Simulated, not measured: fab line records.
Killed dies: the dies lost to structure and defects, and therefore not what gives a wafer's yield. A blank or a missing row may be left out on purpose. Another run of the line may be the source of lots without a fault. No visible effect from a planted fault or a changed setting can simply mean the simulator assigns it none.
Which of the tools did it? -- flow rit cmos -- 15 lots, 45 wafers sampled, at 1 step of a route of 202

## WHAT EACH GAUGE READ, for each wafer
The record holds no reading of a measuring or inspecting step that can be judged against a usual standard deviation.

## EACH LOT AND THE TOOL THAT RAN IT (in order: tool; ch and the chambers of the sampled wafers; start)
lot,RIT_SDANNEAL_CLEAN_00
L746,"wet bench-04 ch 2, day 3 04:54"
L748,"wet bench-04 ch 0, day 3 12:25"
L749,"wet bench-02 ch 3, day 3 16:43"
L750,"wet bench-04 ch 1, day 3 23:55"
L751,"wet bench-04 ch 3, day 4 06:39"
L752,"wet bench-04 ch 0, day 4 08:49"
L753,"wet bench-02 ch 1, day 4 18:16"
L755,"wet bench-01 ch 2, day 5 05:19"
L757,"wet bench-01 ch 2, day 5 12:58"
L758,"wet bench-01 ch 0, day 5 18:07"
L763,"wet bench-02 ch 0, day 6 20:01"
L764,"wet bench-01 ch 2, day 6 21:14"
L765,"wet bench-04 ch 3, day 7 02:35"
L768,"wet bench-01 ch 0, day 7 17:09"
L769,"wet bench-01 ch 3, day 8 00:45"
- RIT_SDANNEAL_CLEAN_00: cleans in SC1, time 600 s.

## WHAT THE TOOLS THEMSELVES READ (means of the sampled wafers that have a number; where no wafer has one, the mark that the record gives instead)
RIT_SDANNEAL_CLEAN_00. Usual: bath guard temp C 74.9 C, standard deviation 0.37; bath heat duty pct 15.1 %, standard deviation 1.5.
lot,tool,bath guard temp C (C),bath heat duty pct (%),flag
L746,wet bench-04,75.3,14.0,
L748,wet bench-04,74.9,18.2,
L749,wet bench-02,74.9,14.1,
L750,wet bench-04,74.6,14.7,
L751,wet bench-04,75.0,14.2,
L752,wet bench-04,74.8,17.2,
L753,wet bench-02,75.2,13.1,
L755,wet bench-01,74.3,13.8,
L757,wet bench-01,74.5,13.5,
L758,wet bench-01,75.0,16.2,
L763,wet bench-02,-,-,OFF
L764,wet bench-01,-,-,OFF
L765,wet bench-04,-,-,OFF
L768,wet bench-01,74.9,16.0,
L769,wet bench-01,75.3,15.3,

## THE ANSWER, worked out from the rows above alone
Rule: a lot is off if the mean of its wafers that have a number lies more than 3 standard deviations from the usual mean. Also off: a lot with no number at a reading for which 4 or more lots have one. The other lots that the step has rows for count as sound. Order of review: gauges by route order, followed by the tools' own readings, for which a lot's mean as printed above is used. At the first step where some lot is off, the reading lying furthest off is the one used; lots without a number count as furthest.
Off at RIT_SDANNEAL_CLEAN_00 (bath guard temp C): L763, L764, L765. Without a number there: L763, L764, L765.
If a tool, at that step or one of the process steps before it, ran each lot that is off and ran no sound lot following the first of them, it fits. Not one of the candidates tried fits.

## WHAT THE SIMULATOR HAD INSERTED
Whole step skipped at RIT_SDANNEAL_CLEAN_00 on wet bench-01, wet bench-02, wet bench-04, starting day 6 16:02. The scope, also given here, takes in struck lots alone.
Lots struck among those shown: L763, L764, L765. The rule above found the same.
